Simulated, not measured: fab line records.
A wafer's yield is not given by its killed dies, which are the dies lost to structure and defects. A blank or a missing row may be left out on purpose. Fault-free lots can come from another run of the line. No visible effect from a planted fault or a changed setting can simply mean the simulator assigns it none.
A lot that was struck, set against a sound lot    flow berkeleyCmos170    28 steps out of a route of 331
Sound: the wafers L235.2, L235.3, L235.6. Struck: wafer L242.2. (L242.1, L242.5 of the same lot were not struck and are left out.) The cause comes at the end.
At each step with rows: each side's tool, then ch and its chambers, then its first start. Under that, the readings that differ: sound wafers    struck wafers    difference of the means    sigmas: that difference in standard deviations of wafers without a fault.
alike: readings with means less than 2 such deviations apart, plus words and numbers identical on both sides. not compared: withheld readings, readings lacking a value on some wafer, bounds such as >300 that could conceal the same value, and numbers that have no deviation in the record and whose values overlap.
The two part at a step that has a row with sigmas, a row that says differs or no value, or rows on one side only. Numbers that have no deviation but don't overlap get no sigmas and don't part them. Lack of a reading on every wafer of one side parts them only where that side has two or more wafers.

first, 6 steps without rows for these wafers: UCB170_M2_COAT_09; UCB170_M2_COAT_10 (resist thk 900 nm); UCB170_M2_SOFTBAKE_11 (time 59.01 s); UCB170_M2_EXPOSE_12 (exposes mask METAL2, target cd 700 nm); UCB170_M2_PEB_13; UCB170_M2_DEVELOP_14 (develop time 45 s).
UCB170_M2_CD_MEAS_15: target cd 700 nm.
  struck on cdSem-01, day 10 04:10; sound on cdSem-01, day 8 20:02
  alike: cdNm
UCB170_M2_OVL_MEAS_16:
  struck on overlay-02, day 10 04:17; sound on overlay-02, day 8 20:08
reading      sound      struck  difference  sigmas
M2_OVL (nm)  -1 -3 -11  6       +11         +2
UCB170_M2_ETCH_17: etches BARC in N2/H2.
  sound on rieDiel-02 ch 1,2, day 8 20:10; struck on rieDiel-03 ch 3, day 10 04:19
  alike: drypumpMotorCurrentA, oesProductAu, throttleValvePct
UCB170_M2_METAL_ETCH_18: etches Al in Cl2/BCl3, stops on SiO2, target depth 1170 nm, time 195 s.
  sound on rieMetal-01 ch 0,1, day 8 20:13; struck on rieMetal-04 ch 0, day 10 04:22
  alike: drypumpMotorCurrentA, oesProductAu, throttleValvePct
  not compared: rfHoursCounterH
UCB170_M2_STRIP_19: strips in O2.
  sound on plasmaAsher-04 ch 0,1, day 8 20:24; struck on plasmaAsher-02 ch 0, day 10 04:33
reading                   sound        struck  difference  sigmas
drypumpMotorCurrentA (A)  6.6 5.9 6.6  5.1     -1.3        -2
  alike: oesProductAu
  not compared: rfHoursCounterH
UCB170_M2_CD_MEAS_90: target cd 700 nm.
  struck on cdSem-02, day 10 04:39; sound on cdSem-02, day 8 20:31
  alike: cdNm
UCB170_V2_CVD_00: deposits SiO2 from TEOS/O2, target thk 2000 nm, time 250 s.
  sound on pecvd-01 ch 1,2, day 8 20:37; struck on pecvd-03 ch 1, day 10 04:46
  alike: heaterPowerW
UCB170_V2_THK_MEAS_01:
  struck on filmMetro-03, day 10 04:55; sound on filmMetro-04, day 8 20:47
reading           sound           struck  difference  sigmas
V2_TEOS_THK (nm)  1955 1955 1999  1528    -442        -18
UCB170_V2_CMP_02: polishes SiO2.
  sound on cmp-02 ch 0,1,2, day 8 20:53; struck on cmp-02 ch 3, day 10 05:05
  alike: edgeZonePressureFrac, motorCurrentA, retainingRingPressureFrac
UCB170_V2_BOW_MEAS_03:
  struck on filmMetro-03, day 10 05:17; sound on filmMetro-04, day 8 21:10
  alike: V2_BOW
UCB170_V2_THK_MEAS_04:
  struck on filmMetro-03, day 10 05:24; sound on filmMetro-04, day 8 21:16
reading               sound               struck  difference  sigmas
V2_POLISHED_THK (nm)  999.8 1001.5 999.1  566.9   -433.2      -99 or more
then, 7 steps without rows for these wafers: UCB170_V2_CLEAN_05 (cleans in DIW); UCB170_V2_HMDS_06 (prime time 60 s); UCB170_V2_COAT_07 (resist thk 900 nm); UCB170_V2_SOFTBAKE_08 (time 60 s); UCB170_V2_EXPOSE_09 (exposes mask VIA2, target cd 700 nm); UCB170_V2_PEB_10; UCB170_V2_DEVELOP_11 (develop time 45 s).
UCB170_V2_CD_MEAS_12: target cd 700 nm.
  struck on cdSem-02, day 10 06:34; sound on cdSem-02, day 8 22:37
  alike: cdNm
UCB170_V2_OVL_MEAS_13:
  struck on overlay-02, day 10 06:41; sound on overlay-01, day 8 22:43
  alike: V2_OVL
UCB170_V2_ETCH_14: etches SiO2 in CHF3/CF4/Ar, stops on Al, target depth 1250 nm, time 291 s.
  sound on rieDiel-02 ch 0,3, day 8 22:45; struck on rieDiel-03 ch 2, day 10 06:44
reading              sound              struck  difference  sigmas
oesProductAu (a.u.)  0.879 0.870 0.862  0.684   -0.186      -14
  alike: drypumpMotorCurrentA, throttleValvePct
  not compared: rfHoursCounterH
UCB170_V2_STRIP_15: strips in O2.
  sound on plasmaAsher-04 ch 0,1, day 8 22:56; struck on plasmaAsher-01 ch 1, day 10 06:55
reading                   sound        struck  difference  sigmas
drypumpMotorCurrentA (A)  5.8 6.5 6.6  5.1     -1.2        -2
  alike: oesProductAu, stripTimeToEndpointS
  not compared: rfHoursCounterH

WHERE THEY PART
First at UCB170_M2_OVL_MEAS_16; last, within this record, at UCB170_V2_STRIP_15.

WHY: what the simulator had put in
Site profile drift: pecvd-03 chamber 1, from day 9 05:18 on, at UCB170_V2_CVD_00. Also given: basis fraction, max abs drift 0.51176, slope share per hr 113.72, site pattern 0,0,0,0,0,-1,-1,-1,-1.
